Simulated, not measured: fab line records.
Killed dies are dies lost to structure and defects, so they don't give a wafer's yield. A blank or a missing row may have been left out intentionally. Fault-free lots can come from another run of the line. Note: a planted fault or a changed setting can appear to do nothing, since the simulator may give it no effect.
A lot that was struck, set against a sound lot || flow rit_cmos || 15 out of 202 route steps
Sound: these wafers, L471.1, L471.2, L471.4. Struck: wafers L478.1, L478.4, L478.6. At the end, the cause is stated.
Per side, at each step with rows, come the tool, then ch with its chambers, and then its first start. Under that, the readings that differ: sound wafers || struck wafers || difference of the means || sigmas: that difference in standard deviations of wafers without a fault.
alike: words and numbers the same on both sides, and readings whose means are apart by under 2 such deviations; not compared: readings that were withheld, readings missing a value for some wafer, numbers with overlapping values and no deviation given by the record, and bounds like >300 which may hide the same value.
Wherever a step has rows on one side only, a row that says differs or no value, or a row with sigmas, the two part there. Numbers that have no deviation but don't overlap get no sigmas and don't part them. Lack of a reading on every wafer of one side parts them only where that side has two or more wafers.

RIT_GATE_STRIP_20: strips in O2, time 180 s.
  sound on plasma_asher-03 ch 0,1, day 4 17:17; struck on plasma_asher-04 ch 0, day 5 22:18
{"reading": "drypump_motor_current_A (A)", "sound": "5.66 5.76 5.67", "struck": "6.19 6.19 6.19", "difference": "+0.49", "sigmas": "+2"}
  not compared: rf_hours_counter_h
RIT_GATE_CD_MEAS_90: target cd 150 nm.
  sound on cd_sem-01, day 4 17:27; struck on cd_sem-02, day 5 22:29
  alike: cd_nm
then, 4 steps without rows for these wafers: RIT_REOX_CLEAN_00 (cleans in SC1, time 600 s); RIT_REOX_CLEAN_01 (cleans in dHF, time 30 s); RIT_REOX_CLEAN_02 (cleans in SC2, time 600 s); RIT_REOX_OXIDATION_03 (target thk 25.2 nm, ox time 5580 s).
RIT_REOX_THK_MEAS_04:
  sound on film_metro-01, day 4 21:20; struck on film_metro-04, day 6 03:25
  alike: REOX_OXIDE_THK
then, 5 steps without rows for these wafers: RIT_NLDD_HMDS_00 (prime time 60 s); RIT_NLDD_COAT_01 (resist thk 1000 nm); RIT_NLDD_SOFTBAKE_02 (time 60 s); RIT_NLDD_EXPOSE_03 (exposes mask M7, target cd 40700 nm); RIT_NLDD_PEB_04.
RIT_NLDD_DEVELOP_05: develop time 50 s.
  sound on litho_track-01 ch 0, day 4 22:00; struck on litho_track-01 ch 0, day 6 04:00
{"reading": "developer_temp_C (C)", "sound": "23.02 22.95 23.07", "struck": "25.38 25.32 25.31", "difference": "+2.32", "sigmas": "+27"}
  alike: exhaust_pa
RIT_NLDD_OVL_MEAS_06:
  sound on overlay-01, day 4 22:22; struck on overlay-01, day 6 04:32
  alike: NLDD_OVL
RIT_M1_PROBE_99:
  sound on prober-02, day 5 14:10; struck on prober-01, day 7 01:01
  alike: killed_at_contacts, killed_at_front_end, killed_dies, killed_open, killed_short

== WHERE THEY PART ==
At RIT_GATE_STRIP_20 first; at RIT_NLDD_DEVELOP_05 last (within this record only). Later steps at which nothing parts them and some readings are alike: RIT_NLDD_OVL_MEAS_06, RIT_M1_PROBE_99.

WHY: what the simulator had put in
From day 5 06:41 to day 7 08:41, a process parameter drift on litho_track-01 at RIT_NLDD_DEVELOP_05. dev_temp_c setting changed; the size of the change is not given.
